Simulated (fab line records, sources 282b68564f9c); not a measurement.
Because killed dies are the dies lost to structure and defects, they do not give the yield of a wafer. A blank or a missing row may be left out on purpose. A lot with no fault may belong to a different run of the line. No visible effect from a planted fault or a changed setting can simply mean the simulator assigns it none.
Split-lot trial -- flow rit_cmos -- on a route of 202 steps: 5 lots, 23 wafers read

## ABOUT THE SPLIT
At RIT_NSD_COAT_01 (resist thk 1000 nm), the setting resist_thk_nm was moved away from the recipe's 1000 nm on 10 of the 23 wafers read, by -5.5% to +5.1%. The other wafers ran this setting at the recipe's value.

## FROM THE SPLIT TO THE READING: what the file shows between them, 3 steps
- RIT_NSD_SOFTBAKE_02: time 60 s
- RIT_NSD_EXPOSE_03: exposes mask M9, target cd 40700 nm
- RIT_NSD_DEVELOP_05: develop time 50 s

## THE READING
NOVOLAK_of_NSD_COAT_01.thk_nm (the simulator's own value, which no gauge read), in nm, at RIT_NSD_HARDBAKE_07 (time 60 s). The file gives no usual value for it. Here, 13 wafers ran the recipe; their average is 884.6 nm with a standard deviation of 3.1 nm.

wafer,"tool, chamber at the split","resist_thk_nm as run, nm",against the recipe,"NOVOLAK_of_NSD_COAT_01.thk_nm, nm",against lot-mates on the recipe
L074.1,"litho_track-01, 0",1041,+4.1%,919.5,+36.2
L074.3,"litho_track-01, 0",1000,recipe,881.5,-
L074.4,"litho_track-01, 0",1000,recipe,883.5,-
L074.5,"litho_track-01, 0",1041,+4.1%,917.9,+34.6
L074.6,"litho_track-01, 0",1000,recipe,884.8,-
L076.1,"litho_track-02, 0",1000,recipe,888.7,-
L076.2,"litho_track-02, 0",1000,recipe,884.2,-
L076.4,"litho_track-02, 0",944.9,-5.5%,835.9,-50.6
L076.5,"litho_track-02, 0",944.9,-5.5%,837.3,-49.2
L076.6,"litho_track-02, 0",944.9,-5.5%,838.2,-48.2
L077.1,"litho_track-02, 0",1042,+4.2%,924.8,+35.6
L077.3,"litho_track-02, 0",1000,recipe,890.6,-
L077.4,"litho_track-02, 0",1000,recipe,887.7,-
L077.5,"litho_track-02, 0",1042,+4.2%,922.3,+33.1
L077.6,"litho_track-02, 0",1042,+4.2%,926,+36.8
L078.1,"litho_track-01, 0",1000,recipe,881.8,-
L078.3,"litho_track-01, 0",1000,recipe,879.4,-
L078.6,"litho_track-01, 0",1000,recipe,881.9,-
L079.1,"litho_track-02, 0",1051,+5.1%,931.7,+46.3
L079.2,"litho_track-02, 0",1051,+5.1%,931.1,+45.7
L079.3,"litho_track-02, 0",1000,recipe,884.4,-
L079.4,"litho_track-02, 0",1000,recipe,884.3,-
L079.5,"litho_track-02, 0",1000,recipe,887.6,-

THE FIT
A straight line over all 23 wafers: NOVOLAK_of_NSD_COAT_01.thk_nm changes by +8.86 nm for each +1% of resist_thk_nm; r = +1.00; the points scatter about the line by 2.9 nm.
The same after taking each lot's own level away (the mean of its wafers on the recipe; 23 wafers): +8.81 nm for each +1%; r = +1.00; scatter 1.6 nm.
On that fit, the largest move of resist_thk_nm shifts the reading by 49 nm.
Measured against the standard deviation above, the lots' own levels, which go from 881.03 to 889.15 nm, span 2.6 times it.
So the lot-to-lot level changes the slope little: the two slopes agree.
Check: -48.4 nm against its lot-mates is what the line predicts for one of the wafers moved furthest among these (-5.5%) when that wafer is left out of the fit. Against them it came out at -50.6 nm.

## ADDITIONAL SPLITS CARRIED BY THESE WAFERS
These wafers also went through other splits before the reading. Each is held against what the fit with the lots' levels taken away leaves over:
other split on the same wafers,wafers away from the commonest value,r with NOVOLAK_of_NSD_COAT_01.thk_nm (lot level and that fit taken away)
RIT_ACTIVE_COAT_06 spin_rpm,10,-0.62
RIT_FOX1_OXIDATION_00 ox_time_s,18,-0.06
RIT_NWELL_IMPLANT_08 dose_cm2,8,-0.08
RIT_PWELL_COAT_01 spin_rpm,9,-0.36
RIT_PWELL_IMPLANT_08 energy_kev,6,-0.28
RIT_PRETRO_IMPLANT_08 energy_kev,11,+0.56
RIT_GATE_OXIDATION_05 temp_c,10,+0.26
RIT_NLDD_IMPLANT_08 energy_kev,4,+0.33
RIT_SPACER_CVD_03 nh3_flow_sccm,18,-0.01

## THE WHOLE CHAIN: every reading that the file lists as answering this split, in the file's order
step,what it does,reading,change (the file's fit),r (the file's)
RIT_NSD_COAT_01,resist thk 1000 nm,"NOVOLAK_of_NSD_COAT_01.thk_nm (the simulator's own value, which no gauge read)",+10.1 nm for each +1% of the setting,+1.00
RIT_NSD_HARDBAKE_07,time 60 s,"NOVOLAK_of_NSD_COAT_01.thk_nm (the simulator's own value, which no gauge read)",+8.8 nm for each +1% of the setting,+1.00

## THE FILE'S OWN FIT
NOVOLAK_of_NSD_COAT_01.thk_nm changes by +8.8 nm for each +1% of resist_thk_nm, r = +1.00.
